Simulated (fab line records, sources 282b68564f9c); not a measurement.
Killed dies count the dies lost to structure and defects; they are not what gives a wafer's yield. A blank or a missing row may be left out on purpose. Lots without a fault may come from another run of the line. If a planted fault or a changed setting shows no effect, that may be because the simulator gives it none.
fab line records + flow rit_cmos
[record]
- lots = 14
- wafers = 42
- last_day = 7
route steps=202 shown ACTIVE@2 FOX2@80 NSD@137 CONTACT@179 M1@202
lots that met no fault: from a run of the same line without faults
start_h: hours from the record's opening day to when the first of the lot's shown wafers began + wait_h: hours elapsed since this lot's preceding step + " repeats the value in the row above + L1.1+2: a single row standing in for several wafers + - no value present, or no start provided + * or withheld: withheld + < > ~ a bound
route shown NAME@n: names a module that has steps shown in the file, with the first one's number in the route + usual: average and standard deviation across the fault-free wafers + same: alike in all rows + chamber/n: place in a boat + sites: each site's reading + _std_site: how widely they spread, as a standard deviation + _edge_site: outer sites' mean less inner sites' + radius_mm: for every site, how far away it sits from the centre of the wafer + mask NAME#n: copy n + behind: the tool/chamber that last shaped the wafer + hold: the reason the lot was held/the length of the hold in hours/how it ended + device: which transistor (n, p or np) failed to switch + end of line: tests of these same wafers at the route's end + a step with no rows: only its recipe + killed: the dies lost at the first sort to structure and to defects; this is not the yield of the wafer + map: a wafer's dies, marking killed ones x, the rest . and places with no die _
set.NAME: the setting that was run; set.NAME@STEP: the one run at that earlier step + model.NAME: the simulator's own value behind a step, which no gauge read
a sample of lots followed through the steps of the route, with each step as a table and each wafer as a row
services: the hour from which a tool's chamber was out of use, counted from the record's first day as start_h (under 0 if before that day), plus the number of hours and why
[[steps]]
[step RIT_ACTIVE_OXIDATION_01]
[recipe]
- temp_c = 1000
- ambient = O2
- target_thk_a = 468
- ox_time_s = 3360
[usual]
- spike_tc_centre_C = 1002.9/1.1
- spike_tc_load_C = 1023.6/2.5
- spike_tc_source_C = 1024.7/2
- tube_center_temp_C = 1000/0.091
- tube_center_temp_C_max = 1002.6/0.44
- zone_power_source_pct = 31.7/1
| lot.wafer | tool       | chamber | start_h | wait_h | spike_tc_centre_C | spike_tc_load_C | spike_tc_source_C | tube_center_temp_C | tube_center_temp_C_max | zone_power_source_pct |
|-----------|------------|---------|---------|--------|-------------------|-----------------|-------------------|--------------------|------------------------|-----------------------|
| L608.2    | furnace-02 | 0       | 10.12   | 0.1    | 1000.9            | 1021.9          | 1023.1            | 999.93             | 1002.3                 | 30.6                  |
| L608.3    | "          | 0       | "       | "      | 1001.6            | 1023.0          | 1021.6            | 999.89             | 1001.9                 | 31.3                  |
| L608.4    | "          | 0       | "       | "      | 1003.7            | 1023.5          | 1023.5            | 1000.1             | 1003.4                 | 31.1                  |
| L609.1    | furnace-02 | 0       | 15.12   | 0.1    | 1002.4            | 1022.7          | 1022.6            | 999.9              | 1002.6                 | 30.9                  |
| L609.3    | "          | 0       | "       | "      | 1002.1            | 1024.1          | 1023.2            | 1000.1             | 1002.4                 | 31.3                  |
| L609.4    | "          | 0       | "       | "      | 1001.5            | 1022.7          | 1022.3            | 1000               | 1002.9                 | 31.0                  |
| L611.1    | furnace-01 | 0       | 26.35   | 1.3    | 1004.6            | 1026.6          | 1027.1            | 1000.2             | 1002.6                 | 33.0                  |
| L611.2    | "          | 0       | "       | "      | 1003.5            | 1026.9          | 1026.3            | 999.99             | 1002.3                 | 32.4                  |
| L611.5    | "          | 0       | "       | "      | 1003.6            | 1026.4          | 1025.9            | 999.94             | 1002.2                 | 32.7                  |
| L612.3    | furnace-01 | 0       | 30.12   | 0.1    | 1002.9            | 1025.9          | 1025.6            | 999.93             | 1002.0                 | 32.9                  |
| L612.4    | "          | 0       | "       | "      | 1002.4            | 1025.6          | 1027.2            | 1000               | 1002.9                 | 33.2                  |
| L612.6    | "          | 0       | "       | "      | 1002.4            | 1027.8          | 1026.5            | 999.99             | 1002.5                 | 32.9                  |
| L614.3    | furnace-01 | 0       | 40.12   | 0.1    | 1003.2            | 1027.5          | 1027.5            | 999.93             | 1003.1                 | 33.2                  |
| L614.4    | "          | 0       | "       | "      | 1001.1            | 1025.7          | 1026.1            | 1000.1             | 1003.5                 | 32.5                  |
| L614.6    | "          | 0       | "       | "      | 1001.6            | 1027.0          | 1025.6            | 1000.1             | 1003.0                 | 32.5                  |
| L615.3    | furnace-01 | 0       | 45.12   | 0.1    | 1001.4            | 1026.5          | 1025.5            | 1000.1             | 1003.5                 | 32.4                  |
| L615.4    | "          | 0       | "       | "      | 1003.6            | 1025.7          | 1026.2            | 1000.1             | 1002.5                 | 32.1                  |
| L615.5    | "          | 0       | "       | "      | 1002.4            | 1027.8          | 1025.4            | 999.98             | 1002.7                 | 32.9                  |
| L616.2    | furnace-01 | 0       | 50.24   | 0.2    | 1029.1            | 1051.3          | 1052.7            | 1025.1             | 1028.6                 | 34.2                  |
| L616.4    | "          | 0       | "       | "      | 1027.8            | 1050.5          | 1053.6            | 1025               | 1027.3                 | 34.6                  |
| L616.6    | "          | 0       | "       | "      | 1027.4            | 1051.1          | 1054.8            | 1025.1             | 1027.3                 | 34.4                  |
| L617.3    | furnace-01 | 0       | 55.12   | 0.1    | 1028.1            | 1051.9          | 1052.0            | 1025               | 1027.4                 | 34.6                  |
| L617.4    | "          | 0       | "       | "      | 1029.1            | 1051.5          | 1053.5            | 1025               | 1027.5                 | 34.7                  |
| L617.5    | "          | 0       | "       | "      | 1026.0            | 1050.9          | 1052.3            | 1025.1             | 1027.5                 | 35.0                  |
| L623.1    | furnace-02 | 0       | 85.12   | 0.1    | 1003.5            | 1021.9          | 1022.6            | 1000               | 1002.4                 | 31.7                  |
| L623.3    | "          | 0       | "       | "      | 1002.3            | 1022.8          | 1023.9            | 1000.2             | 1003.1                 | 31.4                  |
| L623.6    | "          | 0       | "       | "      | 1004.0            | 1022.7          | 1023.2            | 999.9              | 1003.5                 | 31.8                  |
| L624.1    | furnace-03 | 0       | 90.41   | 0.4    | 1002.4            | 1019.3          | 1024.0            | 1000               | 1002.1                 | 30.1                  |
| L624.2    | "          | 0       | "       | "      | 1002.2            | 1020.6          | 1023.9            | 999.93             | 1002.4                 | 30.0                  |
| L624.5    | "          | 0       | "       | "      | 1004.8            | 1019.1          | 1022.5            | 1000               | 1003.4                 | 30.0                  |
| L625.2    | furnace-02 | 0       | 95.12   | 0.1    | 1002.9            | 1022.6          | 1022.6            | 1000               | 1001.9                 | 31.8                  |
| L625.3    | "          | 0       | "       | "      | 1002.7            | 1022.2          | 1022.2            | 1000.1             | 1002.2                 | 31.3                  |
| L625.5    | "          | 0       | "       | "      | 1001.3            | 1023.5          | 1022.3            | 999.94             | 1002.8                 | 32.0                  |
| L626.1    | furnace-03 | 0       | 100.12  | 0.1    | 1003.7            | 1021.4          | 1022.9            | 1000.1             | 1003.9                 | 30.0                  |
| L626.5    | "          | 0       | "       | "      | 1005.3            | 1019.3          | 1022.8            | 1000               | 1002.2                 | 29.6                  |
| L626.6    | "          | 0       | "       | "      | 1002.3            | 1021.1          | 1023.5            | 999.93             | 1002.3                 | 30.1                  |
| L628.1    | furnace-03 | 0       | 110.12  | 0.1    | 1004.1            | 1019.8          | 1020.7            | 999.86             | 1002.6                 | 30.2                  |
| L628.5    | "          | 0       | "       | "      | 1003.8            | 1022.5          | 1023.8            | 1000               | 1003.4                 | 30.1                  |
| L628.6    | "          | 0       | "       | "      | 1003.4            | 1021.2          | 1023.7            | 1000               | 1002.3                 | 30.3                  |
| L630.1    | furnace-02 | 0       | 120.66  | 0.6    | 1003.5            | 1022.7          | 1023.3            | 999.88             | 1002.2                 | 31.4                  |
| L630.4    | "          | 0       | "       | "      | 1002.8            | 1023.7          | 1021.9            | 1000.1             | 1002.8                 | 32.1                  |
| L630.5    | "          | 0       | "       | "      | 1001.3            | 1024.0          | 1022.7            | 1000.1             | 1002.6                 | 31.5                  |
[step RIT_ACTIVE_THK_MEAS_02]
[recipe]
- reads = SiO2_of_ACTIVE_OXIDATION_01
[usual]
- ACTIVE_OXIDE_THK = 46.6/1.1
| lot.wafer | tool          | chamber | start_h | wait_h | ACTIVE_OXIDE_THK[nm] |
|-----------|---------------|---------|---------|--------|----------------------|
| L608.2    | film_metro-01 | -       | 12.06   | 0.0    | 44.4                 |
| L608.3    | "             | -       | "       | "      | 45.0                 |
| L608.4    | "             | -       | "       | "      | 45.5                 |
| L609.1    | film_metro-01 | -       | 17.05   | 0.0    | 45.9                 |
| L609.3    | "             | -       | "       | "      | 45.4                 |
| L609.4    | "             | -       | "       | "      | 44.9                 |
| L611.1    | film_metro-04 | -       | 28.29   | 0.0    | 45.0                 |
| L611.2    | "             | -       | "       | "      | 45.1                 |
| L611.5    | "             | -       | "       | "      | 45.4                 |
| L612.3    | film_metro-03 | -       | 32.07   | 0.0    | 45.2                 |
| L612.4    | "             | -       | "       | "      | 45.1                 |
| L612.6    | "             | -       | "       | "      | 45.6                 |
| L614.3    | film_metro-03 | -       | 42.07   | 0.0    | 46.7                 |
| L614.4    | "             | -       | "       | "      | 46.7                 |
| L614.6    | "             | -       | "       | "      | 47.0                 |
| L615.3    | film_metro-03 | -       | 47.07   | 0.0    | 48.2                 |
| L615.4    | "             | -       | "       | "      | 47.6                 |
| L615.5    | "             | -       | "       | "      | 47.4                 |
| L616.2    | film_metro-04 | -       | 52.18   | 0.0    | 59.2                 |
| L616.4    | "             | -       | "       | "      | 59.6                 |
| L616.6    | "             | -       | "       | "      | 59.9                 |
| L617.3    | film_metro-04 | -       | 57.07   | 0.0    | 59.1                 |
| L617.4    | "             | -       | "       | "      | 58.8                 |
| L617.5    | "             | -       | "       | "      | 58.3                 |
| L623.1    | film_metro-04 | -       | 87.05   | 0.0    | 45.5                 |
| L623.3    | "             | -       | "       | "      | 45.7                 |
| L623.6    | "             | -       | "       | "      | 46.7                 |
| L624.1    | film_metro-01 | -       | 92.34   | 0.0    | 47.5                 |
| L624.2    | "             | -       | "       | "      | 46.1                 |
| L624.5    | "             | -       | "       | "      | 47.0                 |
| L625.2    | film_metro-04 | -       | 97.06   | 0.0    | 46.2                 |
| L625.3    | "             | -       | "       | "      | 46.5                 |
| L625.5    | "             | -       | "       | "      | 46.5                 |
| L626.1    | film_metro-04 | -       | 102.05  | 0.0    | 47.3                 |
| L626.5    | "             | -       | "       | "      | 48.0                 |
| L626.6    | "             | -       | "       | "      | 47.4                 |
| L628.1    | film_metro-04 | -       | 112.05  | 0.0    | 46.2                 |
| L628.5    | "             | -       | "       | "      | 45.8                 |
| L628.6    | "             | -       | "       | "      | 46.9                 |
| L630.1    | film_metro-04 | -       | 122.60  | 0.0    | 44.8                 |
| L630.4    | "             | -       | "       | "      | 45.2                 |
| L630.5    | "             | -       | "       | "      | 45.6                 |
[step RIT_FOX2_THK_MEAS_91]
[recipe]
- reads = SiO2_of_FOX2_OXIDATION_00
[usual]
- FIELD_OXIDE_LEFT_2_THK = 254/6.1
| lot.wafer | tool          | chamber | start_h | wait_h | FIELD_OXIDE_LEFT_2_THK[nm] |
|-----------|---------------|---------|---------|--------|----------------------------|
| L608.2    | film_metro-02 | -       | 32.53   | 0.0    | 254                        |
| L608.3    | "             | -       | "       | "      | 252                        |
| L608.4    | "             | -       | "       | "      | 250                        |
| L609.1    | film_metro-03 | -       | 37.97   | 0.0    | 257                        |
| L609.3    | "             | -       | "       | "      | 257                        |
| L609.4    | "             | -       | "       | "      | 254                        |
| L611.1    | film_metro-01 | -       | 48.52   | 0.0    | 249                        |
| L611.2    | "             | -       | "       | "      | 252                        |
| L611.5    | "             | -       | "       | "      | 249                        |
| L612.3    | film_metro-02 | -       | 52.75   | 0.0    | 255                        |
| L612.4    | "             | -       | "       | "      | 263                        |
| L612.6    | "             | -       | "       | "      | 254                        |
| L614.3    | film_metro-02 | -       | 63.25   | 0.0    | 260                        |
| L614.4    | "             | -       | "       | "      | 266                        |
| L614.6    | "             | -       | "       | "      | 261                        |
| L615.3    | film_metro-03 | -       | 67.60   | 0.0    | 252                        |
| L615.4    | "             | -       | "       | "      | 249                        |
| L615.5    | "             | -       | "       | "      | 244                        |
| L616.2    | film_metro-03 | -       | 73.02   | 0.0    | 244                        |
| L616.4    | "             | -       | "       | "      | 252                        |
| L616.6    | "             | -       | "       | "      | 250                        |
| L617.3    | film_metro-03 | -       | 76.77   | 0.0    | 258                        |
| L617.4    | "             | -       | "       | "      | 265                        |
| L617.5    | "             | -       | "       | "      | 262                        |
| L623.1    | film_metro-02 | -       | 108.07  | 0.0    | 257                        |
| L623.3    | "             | -       | "       | "      | 260                        |
| L623.6    | "             | -       | "       | "      | 261                        |
| L624.1    | film_metro-01 | -       | 112.98  | 0.0    | 249                        |
| L624.2    | "             | -       | "       | "      | 251                        |
| L624.5    | "             | -       | "       | "      | 246                        |
| L625.2    | film_metro-02 | -       | 116.81  | 0.0    | 253                        |
| L625.3    | "             | -       | "       | "      | 244                        |
| L625.5    | "             | -       | "       | "      | 248                        |
| L626.1    | film_metro-02 | -       | 121.51  | 0.0    | 249                        |
| L626.5    | "             | -       | "       | "      | 249                        |
| L626.6    | "             | -       | "       | "      | 251                        |
| L628.1    | film_metro-02 | -       | 133.09  | 0.0    | 251                        |
| L628.5    | "             | -       | "       | "      | 249                        |
| L628.6    | "             | -       | "       | "      | 249                        |
| L630.1    | film_metro-01 | -       | 142.66  | 0.0    | 257                        |
| L630.4    | "             | -       | "       | "      | 255                        |
| L630.5    | "             | -       | "       | "      | 260                        |
[step RIT_NSD_OVL_MEAS_06]
[usual]
- NSD_OVL = -0.3/1.2
| lot.wafer | tool       | chamber | start_h | wait_h | NSD_OVL[nm] |
|-----------|------------|---------|---------|--------|-------------|
| L608.2    | overlay-02 | -       | 48.53   | -      | 1.1         |
| L608.3    | "          | -       | "       | "      | 0.5         |
| L608.4    | "          | -       | "       | "      | 1.1         |
| L609.1    | overlay-01 | -       | 53.16   | -      | -3.0        |
| L609.3    | "          | -       | "       | "      | -0.6        |
| L609.4    | "          | -       | "       | "      | -0.6        |
| L611.1    | overlay-01 | -       | 66.19   | -      | -0.4        |
| L611.2    | "          | -       | "       | "      | 0.8         |
| L611.5    | "          | -       | "       | "      | 1.0         |
| L612.3    | overlay-01 | -       | 69.27   | -      | -2.6        |
| L612.4    | "          | -       | "       | "      | -3.9        |
| L612.6    | "          | -       | "       | "      | -1.2        |
| L614.3    | overlay-01 | -       | 79.03   | -      | 1.6         |
| L614.4    | "          | -       | "       | "      | 1.5         |
| L614.6    | "          | -       | "       | "      | 0.3         |
| L615.3    | overlay-02 | -       | 83.10   | -      | -0.1        |
| L615.4    | "          | -       | "       | "      | 0.2         |
| L615.5    | "          | -       | "       | "      | -0.2        |
| L616.2    | overlay-01 | -       | 88.30   | -      | 1.7         |
| L616.4    | "          | -       | "       | "      | 0.2         |
| L616.6    | "          | -       | "       | "      | 0.4         |
| L617.3    | overlay-01 | -       | 92.78   | -      | -0.6        |
| L617.4    | "          | -       | "       | "      | -0.8        |
| L617.5    | "          | -       | "       | "      | -0.8        |
| L623.1    | overlay-01 | -       | 122.69  | -      | 0.6         |
| L623.3    | "          | -       | "       | "      | -0.1        |
| L623.6    | "          | -       | "       | "      | 0.3         |
| L624.1    | overlay-01 | -       | 127.10  | -      | -3.0        |
| L624.2    | "          | -       | "       | "      | -2.1        |
| L624.5    | "          | -       | "       | "      | -3.2        |
| L625.2    | overlay-01 | -       | 131.66  | -      | -0.6        |
| L625.3    | "          | -       | "       | "      | -0.8        |
| L625.5    | "          | -       | "       | "      | 0.7         |
| L626.1    | overlay-01 | -       | 138.28  | -      | -0.7        |
| L626.5    | "          | -       | "       | "      | -1.0        |
| L626.6    | "          | -       | "       | "      | -1.9        |
| L628.1    | overlay-02 | -       | 147.41  | -      | 0.3         |
| L628.5    | "          | -       | "       | "      | -0.7        |
| L628.6    | "          | -       | "       | "      | 0.8         |
| L630.1    | overlay-02 | -       | 157.82  | -      | 0.3         |
| L630.4    | "          | -       | "       | "      | -0.7        |
| L630.5    | "          | -       | "       | "      | -0.4        |
[step RIT_CONTACT_ETCH_11]
[recipe]
- target_depth_a = 4800
- over_etch_frac = 0.2
- stop_on = TiSi2
- chemistry = CHF3/CF4/Ar
- target = SiO2
- CHF3_flow_sccm = 50
- cf4_flow_sccm = 10
- Ar_flow_sccm = 100
- O2_flow_sccm = 5
- pressure_mtorr = 100
- rf_w = 200
- time_s = 320
[usual]
- O2_flow_sccm = 4.999/0.014
- drypump_motor_current_A = 5.7/0.5
- oes_product_au = 0.988/0.011
- throttle_valve_pct = 8.84/0.1
| lot.wafer | tool        | chamber | start_h | wait_h | O2_flow_sccm | drypump_motor_current_A | oes_product_au | rf_hours_counter_h | throttle_valve_pct |
|-----------|-------------|---------|---------|--------|--------------|-------------------------|----------------|--------------------|--------------------|
| L608.2    | rie_diel-01 | 3       | 53.44   | 0.1    | 5.006        | 6.5                     | 0.979          | 15                 | 8.77               |
| L608.3    | "           | 1       | "       | "      | 4.986        | 5.9                     | 0.977          | 160                | 8.95               |
| L608.4    | "           | 0       | "       | "      | 5.031        | 5.3                     | 0.986          | 131                | 8.70               |
| L609.1    | rie_diel-03 | 2       | 58.02   | 0.1    | 5.017        | 5.9                     | 0.973          | 38                 | 8.93               |
| L609.3    | "           | 3       | "       | "      | 4.998        | 6.0                     | 1.006          | 77                 | 8.75               |
| L609.4    | "           | 0       | "       | "      | 5.000        | 5.1                     | 0.982          | 88                 | 8.99               |
| L611.1    | rie_diel-04 | 1       | 71.11   | 0.1    | 5.002        | 6.5                     | 0.992          | 66                 | 8.96               |
| L611.2    | "           | 0       | "       | "      | 4.995        | 5.1                     | 0.995          | 125                | 8.85               |
| L611.5    | "           | 3       | "       | "      | 5.010        | 5.9                     | 0.989          | -                  | 8.88               |
| L612.3    | rie_diel-01 | 1       | 74.39   | 0.1    | 4.989        | 5.9                     | 0.991          | 160                | 8.96               |
| L612.4    | "           | 2       | "       | "      | 4.999        | 5.3                     | 0.996          | 80                 | 8.85               |
| L612.6    | "           | 0       | "       | "      | 4.989        | 5.2                     | 0.991          | -                  | 8.72               |
| L614.3    | rie_diel-03 | 0       | 84.15   | 0.1    | 5.017        | 5.1                     | 0.979          | 89                 | 8.98               |
| L614.4    | "           | 2       | "       | "      | 5.004        | 5.8                     | 0.963          | -                  | 8.91               |
| L614.6    | "           | 3       | "       | "      | 5.016        | 6.0                     | 1.002          | -                  | 8.76               |
| L615.3    | rie_diel-04 | 0       | 88.07   | 0.1    | 4.991        | 5.1                     | 0.994          | 126                | 8.85               |
| L615.4    | "           | 3       | "       | "      | 5.004        | 5.9                     | 0.994          | 43                 | 8.90               |
| L615.5    | "           | 1       | "       | "      | 5.011        | 6.5                     | 0.994          | -                  | 8.95               |
| L616.2    | rie_diel-01 | 3       | 93.64   | 0.1    | 4.980        | 6.5                     | 0.988          | 16                 | 8.74               |
| L616.4    | "           | 2       | "       | "      | 4.973        | 5.3                     | 0.995          | 80                 | 8.85               |
| L616.6    | "           | 2       | "       | "      | 4.990        | 5.3                     | 1.000          | -                  | 8.85               |
| L617.3    | rie_diel-03 | 0       | 97.97   | 0.1    | 4.996        | 5.1                     | 0.977          | 89                 | 8.98               |
| L617.4    | "           | 1       | "       | "      | 5.029        | 5.8                     | 0.971          | 0                  | 8.66               |
| L617.5    | "           | 3       | "       | "      | 5.005        | 6.0                     | 1.004          | -                  | 8.75               |
| L623.1    | rie_diel-03 | 0       | 127.75  | 0.1    | 5.005        | 5.1                     | 0.975          | 90                 | 8.98               |
| L623.3    | "           | 1       | "       | "      | 4.981        | 5.8                     | 0.987          | 0                  | 8.66               |
| L623.6    | "           | 2       | "       | "      | 4.983        | 5.9                     | 0.965          | -                  | 8.92               |
| L624.1    | rie_diel-03 | 0       | 132.16  | 0.1    | 4.995        | 5.1                     | 0.985          | 90                 | 8.97               |
| L624.2    | "           | 3       | "       | "      | 4.978        | 6.0                     | 1.008          | 79                 | 8.76               |
| L624.5    | "           | 3       | "       | "      | 4.997        | 6.0                     | 1.013          | -                  | 8.75               |
| L625.2    | rie_diel-04 | 3       | 136.68  | 0.1    | 5.013        | 5.9                     | 0.990          | 44                 | 8.89               |
| L625.3    | "           | 1       | "       | "      | 5.003        | 6.5                     | 0.992          | 67                 | 8.96               |
| L625.5    | "           | 3       | "       | "      | 5.000        | 5.9                     | 0.998          | -                  | 8.88               |
| L626.1    | rie_diel-04 | 2       | 143.60  | 0.1    | 4.998        | 5.1                     | 0.987          | 27                 | 8.94               |
| L626.5    | "           | 1       | "       | "      | 4.997        | 6.5                     | 0.987          | -                  | 8.95               |
| L626.6    | "           | 2       | "       | "      | 4.993        | 5.1                     | 0.988          | -                  | 8.94               |
| L628.1    | rie_diel-03 | 3       | 152.41  | 0.1    | 5.004        | 6.0                     | 1.005          | 80                 | 8.76               |
| L628.5    | "           | 2       | "       | "      | 5.009        | 5.9                     | 0.966          | -                  | 8.92               |
| L628.6    | "           | 1       | "       | "      | 5.021        | 5.8                     | 0.983          | -                  | 8.65               |
| L630.1    | rie_diel-01 | 3       | 162.97  | 0.1    | 5.021        | 6.5                     | 0.982          | 17                 | 8.76               |
| L630.4    | "           | 2       | "       | "      | 4.977        | 5.3                     | 1.004          | 82                 | 8.83               |
| L630.5    | "           | 1       | "       | "      | 4.977        | 5.9                     | 0.994          | -                  | 8.94               |
[step RIT_M1_PROBE_99]
[usual]
- killed_at_contacts = 0.1/0.25
- killed_at_front_end = 7/3.3
- killed_dies = 7/3.3
- killed_open = 3.6/2
- killed_short = 3.6/2.1
[same]
- gross_dies = 264
- killed_at_M0_to_M3 = 0
- killed_at_M4_up = 0
- killed_at_back_side = 0
- killed_at_other = 0
| lot.wafer | tool      | chamber | start_h | wait_h | killed_at_contacts | killed_at_front_end | killed_dies | killed_open | killed_short |
|-----------|-----------|---------|---------|--------|--------------------|---------------------|-------------|-------------|--------------|
| L623.1    | prober-02 | -       | 133.28  | 0.1    | 0                  | 7                   | 7           | 6           | 1            |
| L623.3    | prober-02 | -       | 133.38  | 0.2    | 0                  | 6                   | 6           | 3           | 3            |
| L623.6    | prober-02 | -       | 133.53  | 0.2    | 0                  | 5                   | 5           | 1           | 4            |
| L628.1    | prober-01 | -       | 157.94  | 0.1    | 0                  | 8                   | 8           | 4           | 4            |
| L628.5    | prober-01 | -       | 158.14  | 0.2    | 1                  | 8                   | 9           | 2           | 7            |
| L628.6    | prober-01 | -       | 158.19  | 0.2    | 0                  | 8                   | 8           | 4           | 4            |
// killed by level:class
L623.1 GATE:geometric_particle:open=2 FOX1:geometric_particle:open=1 FOX1:geometric_particle:short=1 FOX2:geometric_particle:open=1 REOX:geometric_particle:open=1 SILICIDE:geometric_particle:open=1
L623.3 GATE:geometric_particle:open=2 FOX1:geometric_particle:short=1 GATE:geometric_particle:short=1 SILICIDE:geometric_particle:open=1 SILICIDE:geometric_particle:short=1
L623.6 REOX:geometric_particle:short=3 GATE:geometric_particle:open=1 SPACER:geometric_particle:short=1
L628.1 GATE:geometric_particle:open=3 GATE:geometric_particle:short=2 REOX:geometric_particle:short=2 FOX1:geometric_particle:open=1
L628.5 GATE:geometric_particle:short=4 FOX1:geometric_particle:short=1 GATE:geometric_particle:open=1 REOX:geometric_particle:short=1 SILICIDE:geometric_particle:short=1 CONTACT:geometric_particle:open=1
L628.6 FOX1:geometric_particle:short=2 GATE:geometric_particle:open=2 GATE:geometric_particle:short=2 ACTIVE:geometric_particle:open=1 FOX1:geometric_particle:open=1
[[services]]
| tool        | chamber | start_h | hours | kind                   |
|-------------|---------|---------|-------|------------------------|
| rie_diel-04 | 2       | 5.21    | 6.4   | repair                 |
| furnace-03  | -       | 20.68   | 8.2   | pm                     |
| furnace-03  | -       | 28.93   | 3.3   | pm                     |
| rie_diel-03 | -       | 55.20   | 1.5   | repair                 |
| furnace-01  | -       | 69.48   | 5.4   | pm                     |
| rie_diel-03 | 1       | 75.11   | -     | clean                  |
| rie_diel-03 | 1       | 75.11   | 20.8  | scheduled_down         |
| rie_diel-03 | 1       | 75.11   | 20.8  | vent_cycle             |
| furnace-01  | -       | 77.43   | 2.6   | pm                     |
| rie_diel-03 | 2       | 90.93   | 5.7   | repair                 |
| rie_diel-01 | 1       | 98.07   | -     | clean                  |
| rie_diel-01 | 1       | 98.07   | -     | consumable_replace:esc |
| rie_diel-01 | 1       | 98.07   | 27.3  | scheduled_down         |
| rie_diel-01 | 1       | 98.07   | 27.3  | vent_cycle             |
| furnace-02  | -       | 122.60  | 3.3   | pm                     |
[[key]]
[first_sign]
- step = RIT_ACTIVE_OXIDATION_01
- reading = tube_center_temp_C
- direction = up
- sigmas = 99+
- usual = *
- struck = *
[effect]
- step = RIT_ACTIVE_OXIDATION_01
- reading = tube_center_temp_C_max
- direction = up
- sigmas = 56
- usual = *
- struck = *
[effect]
- step = RIT_ACTIVE_THK_MEAS_02
- reading = ACTIVE_OXIDE_THK
- direction = up
- sigmas = 11
- usual = 46.6
- struck = 59.2
met_at RIT_ACTIVE_OXIDATION_01
struck_lots L616,L617
tester_left_out L616,L617
not_acting_at RIT_FOX2_THK_MEAS_91,RIT_NSD_OVL_MEAS_06,RIT_CONTACT_ETCH_11
onset_between 45.12 50.24
[fault]
- kind = process_parameter_drift
- tool = furnace-01
- chamber = -
- onset_h = 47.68
- steps = RIT_ACTIVE_OXIDATION_01
- channel = temp_c
- offset = *
- shape = step
- end_h = 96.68
- acts_in = *
- stated = *
// tester_left_out: of these lots the tester's yield and bins aren't shown, on N5 and GAA mostly nor the transistor test; their killed dies are dies lost to structure and defects alone, not to doping, threshold or leakage, so they don't give the yield
